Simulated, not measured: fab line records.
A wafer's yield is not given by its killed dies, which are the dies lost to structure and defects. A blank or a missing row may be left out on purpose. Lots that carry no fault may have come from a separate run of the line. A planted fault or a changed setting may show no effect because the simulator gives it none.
Split-lot trial + flow rit cmos + 23 wafers read across 5 lots, on a route 202 steps long

== THE SPLIT ==
At RIT_GATE_CVD_08 (deposits poly-Si from SiH4, target thk 250 nm, time 2220 s), the setting temp c was moved away from the recipe's 610 C on 15 of the 23 wafers read, by -1.0% to +2.6%. For the rest of the wafers, this setting stayed at what the recipe calls for.

== FROM THE SPLIT TO THE READING: what the file shows between them, 4 steps ==
- RIT_GATE_SOFTBAKE_12: time 60 s (also split here: temp c)
- RIT_GATE_EXPOSE_13: exposes mask M6, target cd 150 nm
- RIT_GATE_PEB_14
- RIT_GATE_HARDBAKE_18: time 60 s

== THE READING ==
oes product au, in a.u., at RIT_GATE_ETCH_19 (etches poly-Si in SF6/CHF3/O2, stops on SiO2, time 165 s, target depth 312.5 nm). Fault-free wafers of this fab line usually give 0.858 a.u., standard deviation 0.013 a.u.

| wafer  | tool, chamber at the split | temp c as run, C | against the recipe | oes product au, a.u. | against lot-mates on the recipe |
|--------|----------------------------|------------------|--------------------|----------------------|---------------------------------|
| L074.2 | -, -                       | 610              | recipe             | 0.859                | -                               |
| L074.3 | -, -                       | 610              | recipe             | 0.835                | -                               |
| L074.4 | -, -                       | 610              | recipe             | 0.852                | -                               |
| L074.5 | -, -                       | 610              | recipe             | 0.851                | -                               |
| L074.6 | -, -                       | 610              | recipe             | 0.854                | -                               |
| L075.1 | lpcvd-01, 1                | 610              | recipe             | 0.844                | -                               |
| L075.5 | lpcvd-01, 1                | 610              | recipe             | 0.857                | -                               |
| L075.6 | lpcvd-01, 1                | 610              | recipe             | 0.832                | -                               |
| L077.1 | -, -                       | 625.9            | +2.6%              | 1.033                | no lot-mate on the recipe       |
| L077.3 | -, -                       | 625.9            | +2.6%              | 1.014                | no lot-mate on the recipe       |
| L077.4 | -, -                       | 625.9            | +2.6%              | 0.980                | no lot-mate on the recipe       |
| L077.5 | -, -                       | 625.9            | +2.6%              | 1.011                | no lot-mate on the recipe       |
| L077.6 | -, -                       | 625.9            | +2.6%              | 0.964                | no lot-mate on the recipe       |
| L080.1 | -, -                       | 604.1            | -1.0%              | 0.771                | no lot-mate on the recipe       |
| L080.2 | -, -                       | 604.1            | -1.0%              | 0.799                | no lot-mate on the recipe       |
| L080.4 | -, -                       | 604.1            | -1.0%              | 0.799                | no lot-mate on the recipe       |
| L080.5 | -, -                       | 604.1            | -1.0%              | 0.780                | no lot-mate on the recipe       |
| L080.6 | -, -                       | 604.1            | -1.0%              | 0.780                | no lot-mate on the recipe       |
| L085.2 | -, -                       | 604.7            | -0.9%              | 0.787                | no lot-mate on the recipe       |
| L085.3 | -, -                       | 604.7            | -0.9%              | 0.790                | no lot-mate on the recipe       |
| L085.4 | -, -                       | 604.7            | -0.9%              | 0.795                | no lot-mate on the recipe       |
| L085.5 | -, -                       | 604.7            | -0.9%              | 0.790                | no lot-mate on the recipe       |
| L085.6 | -, -                       | 604.7            | -0.9%              | 0.776                | no lot-mate on the recipe       |

FIT RESULTS
A straight line over all 23 wafers: oes product au changes by +0.0604 a.u. for each +1% of temp c; r = +0.98; the points scatter about the line by 0.015 a.u.
Too few moved wafers have a lot-mate on the recipe to fit a line with each lot's own level taken away.

== THE WHOLE CHAIN: every reading that the file lists as answering this split, in the file's order ==
| step              | what it does                                                                    | reading                                                                        | change (the file's fit)                  | r (the file's) |
|-------------------|---------------------------------------------------------------------------------|--------------------------------------------------------------------------------|------------------------------------------|----------------|
| RIT_GATE_ETCH_19  | etches poly-Si in SF6/CHF3/O2, stops on SiO2, time 165 s, target depth 312.5 nm | oes product au                                                                 | +0.0605 a.u. for each +1% of the setting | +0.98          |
| RIT_REOX_CLEAN_00 | cleans in SC1, time 600 s                                                       | poly-Si_of_GATE_CVD_08.thk nm (the simulator's own value, which no gauge read) | +40.9 nm for each +1% of the setting     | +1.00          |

== THE FILE'S OWN FIT ==
oes product au changes by +0.0605 a.u. for each +1% of temp c, r = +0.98.
